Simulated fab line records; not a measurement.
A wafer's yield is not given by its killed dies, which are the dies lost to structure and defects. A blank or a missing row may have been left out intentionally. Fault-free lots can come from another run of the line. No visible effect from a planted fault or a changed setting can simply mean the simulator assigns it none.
Struck lot and sound lot, side by side + flow ritCmos + 15 out of 202 route steps
Sound: the wafers L162.1, L162.3, L162.4. Wafers struck: L173.3, L173.5, L173.6. The cause is given at the end.
For every step that has rows: the tool of each side, followed by ch and its chambers, followed by its first start. Under that, the readings that differ: sound wafers + struck wafers + difference of the means + sigmas: that difference in standard deviations of wafers without a fault.
alike: readings with means less than 2 such deviations apart, plus words and numbers identical on both sides. not compared: withheld readings, readings lacking a value on some wafer, bounds such as >300 that could conceal the same value, and numbers that have no deviation in the record and whose values overlap.
Wherever a step has rows on one side only, a row that says differs or no value, or a row with sigmas, the two part there. Numbers that don't overlap but have no deviation are shown without sigmas and don't part them. A reading that every wafer of one side lacks parts them only if that side has two wafers or more.

first, 5 steps without rows for these wafers: RIT_M1_COAT_04 (resist thk 1300 nm); RIT_M1_SOFTBAKE_05 (time 60 s); RIT_M1_EXPOSE_06 (exposes mask M12, target cd 2600 nm); RIT_M1_PEB_07; RIT_M1_DEVELOP_08 (develop time 68 s).
RIT_M1_CD_MEAS_09 targets a cd of 2600 nm.
  sound: cdSem-02 at day 5 07:35; struck: cdSem-02 at day 7 10:53
  alike: cdNm
RIT_M1_OVL_MEAS_10:
  sound: overlay-02 at day 5 07:42; struck: overlay-01 at day 7 10:58
  alike: M1_OVL
then, 1 step without rows for these wafers: RIT_M1_HARDBAKE_11 (time 120 s).
RIT_M1_METAL_ETCH_12: etches Al in Cl2/BCl3, stops on SiO2, time 165 s, target depth 600 nm.
  sound on rieMetal-01 ch 0,1, day 5 07:59; struck on rieMetal-04 ch 0,1, day 7 11:22
| reading             | sound             | struck            | difference | sigmas |
|---------------------|-------------------|-------------------|------------|--------|
| oesProductAu (a.u.) | 0.785 0.792 0.797 | 0.748 0.770 0.756 | -0.033     | -2     |
  alike: drypumpMotorCurrentA, throttleValvePct
  not compared: rfHoursCounterH
then, 1 step without rows for these wafers: RIT_M1_STRIP_13 (strips in nmp, time 600 s).
RIT_M1_STRIP_14: strips in O2, time 180 s.
  sound on plasmaAsher-01 ch 0,1, day 5 08:19; struck on plasmaAsher-02 ch 0,1, day 7 11:44
  alike: drypumpMotorCurrentA
  not compared: rfHoursCounterH
RIT_M1_CD_MEAS_90 targets a cd of 2600 nm.
  sound: cdSem-02 at day 5 08:30; struck: cdSem-02 at day 7 11:53
  alike: cdNm
RIT_M1_ANNEAL_15: time 1800 s.
  sound on furnace-02 ch 0, day 6 05:41; struck on furnace-02 ch 0, day 7 11:58
| reading                | sound                | struck               | difference | sigmas      |
|------------------------|----------------------|----------------------|------------|-------------|
| spikeTcCentreC (C)     | 451.2 450.9 452.7    | 342.8 341.9 342.1    | -109.3     | -99 or more |
| spikeTcLoadC (C)       | 466.0 464.9 465.5    | 356.8 354.5 355.6    | -109.8     | -99 or more |
| spikeTcSourceC (C)     | 473.6 473.9 473.9    | 361.3 363.9 362.5    | -111.2     | -99 or more |
| tubeCenterTempC (C)    | 450.02 450.04 450.02 | 340.02 340.01 340.02 | -110.01    | -99 or more |
| tube_center_temp_C_max | 451.52 451.11 451.18 | 341.17 341.02 341.02 | -110.20    | -99 or more |
| zonePowerCentrePct (%) | 20.68 21.34 21.08    | 15.22 15.51 15.66    | -5.57      | -25         |
| zonePowerLoadPct (%)   | 6.48 6.46 6.49       | 4.22 4.24 4.14       | -2.28      | -38         |
| zonePowerSourcePct (%) | 8.24 8.10 8.28       | 5.39 5.31 5.27       | -2.88      | -37         |
RIT_M1_BOW_MEAS_16:
  sound: filmMetro-01 at day 6 07:11; struck: filmMetro-02 at day 7 13:31
  alike: M1_BOW
RIT_M1_PROBE_99:
  sound: prober-01 at day 6 07:36; struck: prober-02 at day 7 13:41
  alike: defectLimitedYield, killed_at_M0_to_M3, killedAtFrontEnd, killedDies, killedOpen, killedShort, sort_bin_3_pad_short, sort_bin_5_function, sort_bin_6_memory, sortNPass, sortYieldPct

## WHERE THEY PART
Last at RIT_M1_ANNEAL_15 as far as this record goes, first at RIT_M1_METAL_ETCH_12. Later steps at which nothing parts them and some readings are alike: RIT_M1_BOW_MEAS_16, RIT_M1_PROBE_99.

WHY: what the simulator had put in
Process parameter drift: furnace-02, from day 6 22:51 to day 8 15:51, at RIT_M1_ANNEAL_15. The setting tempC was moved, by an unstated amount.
